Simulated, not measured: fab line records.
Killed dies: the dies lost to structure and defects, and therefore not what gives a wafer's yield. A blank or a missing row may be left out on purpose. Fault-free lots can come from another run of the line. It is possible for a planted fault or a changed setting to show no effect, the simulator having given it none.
2 desks, one fault / flow rit cmos / what lay behind the numbers comes last; until then each desk has only its own

## FOR THE TOOL OWNER'S DESK: litho track-04
Per lot that ran on this tool, the mean of the sampled wafers carrying a number, from the tool's own readings at RIT_ACTIVE_SOFTBAKE_07 (time 58.26 s). A lot is out of limits, marked OUT, if its mean lies more than 4 standard deviations from the usual mean; the brackets give that distance.
Columns: A = chill plate temp C at RIT_ACTIVE_SOFTBAKE_07, usual 22.98 C; B = exhaust pa at RIT_ACTIVE_SOFTBAKE_07, usual 45.0 Pa; C = heater power total W at RIT_ACTIVE_SOFTBAKE_07, usual 34.86 W; D = plate temp C at RIT_ACTIVE_SOFTBAKE_07, usual 89.98 C
lot=L253; first seen here=day 1 18:53; A=22.92; B=45.0; C=34.86; D=89.93
lot=L262; first seen here=day 3 15:59; A=23.04; B=45.8; C=34.87; D=89.97
lot=L266; first seen here=day 4 11:56; A=23.07; B=46.0; C=37.27 (+44) OUT; D=94.30 (+39) OUT
lot=L271; first seen here=day 5 12:53; A=23.16; B=45.2; C=37.25 (+43) OUT; D=94.41 (+40) OUT
Finding of this desk: L266, L271 out of limits; the first was L266 at day 4 11:56, on heater power total W at RIT_ACTIVE_SOFTBAKE_07. L253, L262 stayed within limits.

## THE METROLOGY DESK
Lot by lot, what the gauges showed, no matter which tool ran the lot: averages of those sampled wafers that carry a number. A lot is out of limits, marked OUT, if its mean lies more than 4 standard deviations from the usual mean; the brackets give that distance.
Columns: A = PWELL_OVL at RIT_PWELL_OVL_MEAS_06, usual 0.1 nm; B = PRETRO_OVL at RIT_PRETRO_OVL_MEAS_06, usual 0.2 nm; C = cd nm at RIT_GATE_CD_MEAS_16, usual 148.2 nm
lot=L252; first seen here=day 2 01:25; A=0.7; B=0.4; C=146.8
lot=L253; first seen here=day 2 03:20; A=0.3; B=-0.9; C=147.1
lot=L256; first seen here=day 2 17:53; A=-1.5; B=0.5; C=146.1
lot=L257; first seen here=day 3 02:13; A=0.6; B=0.1; C=150.9
lot=L258; first seen here=day 3 05:22; A=-1.0; B=-3.1; C=149.9
lot=L262; first seen here=day 4 00:17; A=1.6; B=-1.6; C=145.0
lot=L263; first seen here=day 4 07:42; A=0.9; B=0.2; C=149.1
lot=L264; first seen here=day 4 10:57; A=1.6; B=-1.2; C=149.6
lot=L266; first seen here=day 4 20:10; A=1.7; B=-0.4; C=149.8
lot=L267; first seen here=day 5 02:27; A=2.1; B=0.3; C=144.1
lot=L270; first seen here=day 5 20:58; A=-1.5; B=2.0; C=149.2
lot=L271; first seen here=day 5 21:19; A=0.0; B=0.2; C=147.7
lot=L273; first seen here=day 6 07:40; A=-0.5; B=0.9; C=148.4
lot=L274; first seen here=day 6 12:17; A=0.3; B=1.3; C=145.0
Result from this desk: across the 14 lots, nothing is out of limits.

## TAKEN TOGETHER
The tool owner's desk had the chance to raise an alarm at day 4 11:56 on L266, L271.
The metrology desk saw nothing out of limits.
The metrology desk has L266, L271 on record, within its limits.
Every lot named ran RIT_ACTIVE_SOFTBAKE_07 on litho track-04.

## WHAT THE SIMULATOR HAD PUT IN
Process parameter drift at RIT_ACTIVE_SOFTBAKE_07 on litho track-04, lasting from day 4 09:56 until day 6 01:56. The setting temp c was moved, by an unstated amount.
Shown lots that were struck: L266, L271.
Each desk's first reading out of limits, in hours after the fault started: the tool owner's desk, 2.
